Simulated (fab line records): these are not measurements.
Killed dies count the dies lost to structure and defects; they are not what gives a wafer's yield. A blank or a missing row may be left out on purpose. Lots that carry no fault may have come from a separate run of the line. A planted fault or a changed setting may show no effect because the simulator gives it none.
Matching of chambers    flow berkeleyCmos170    rieDiel-01 running UCB170_CONTACT_ETCH_17: 4 sister chambers
The step etches BARC in N2/H2. 14 wafers are shown with their chamber, then 7 later ones without.

## WAFERS PAIRED WITH THEIR CHAMBERS
wafer   chamber  throttleValvePct (%)  drypumpMotorCurrentA (A)  oesProductAu (a.u.)
L463.3  2        13.48                 6.08                      0.964
L463.5  1        13.23                 6.08                      0.989
L463.6  2        13.48                 6.12                      0.978
L468.2  2        13.48                 6.10                      0.966
L468.3  0        13.41                 6.05                      0.978
L468.6  3        13.30                 5.89                      1.030
L470.1  2        13.47                 6.09                      0.967
L470.3  0        13.41                 6.01                      0.974
L470.6  3        13.32                 5.92                      1.020
L478.1  1        13.24                 6.08                      0.963
L478.2  2        13.48                 6.11                      0.975
L478.6  2        13.47                 6.11                      0.988
L480.1  1        13.24                 6.09                      0.969
L480.3  0        13.43                 6.01                      0.976

SIGNATURES (averages over the wafers above)
reading               chamber 0  chamber 1  chamber 2  chamber 3  scatter within a chamber
throttleValvePct      13.4167    13.2367    13.4767    13.3100    0.00816
drypumpMotorCurrentA  6.0233     6.0833     6.1017     5.9050     0.0163
oesProductAu          0.97600    0.97367    0.97300    1.02500    0.00921
Rule: a wafer's distance from a chamber is the root of the sum, over the readings, of the square of ((its reading less the chamber's mean) divided by the reading's scatter). The wafer belongs to the nearest chamber; if the next one is less than 2 further off, it can't be placed. The scatter: take each reading less its chamber's mean, square it, sum over the shown wafers, divide by the number of wafers less the number of chambers, and take the root.

## WAFERS WITH NO CHAMBER GIVEN
wafer   throttleValvePct (%)  drypumpMotorCurrentA (A)  oesProductAu (a.u.)
L480.5  13.48                 6.09                      0.989
L483.2  13.25                 6.06                      0.978
L483.3  13.30                 5.92                      1.032
L483.5  13.31                 5.91                      1.027
L481.3  13.26                 6.04                      0.966
L481.4  13.48                 6.07                      0.985
L481.5  13.29                 5.91                      1.030

## THE CHAMBER EACH PASSED THROUGH
wafer   from the rows above  in truth
L480.5  2                    2
L483.2  1                    1
L483.3  3                    3
L483.5  3                    3
L481.3  1                    1
L481.4  2                    2
L481.5  3                    3
Placed correctly: 7 of 7. From these rows, 0 cannot be placed. Placed wrongly: 0.
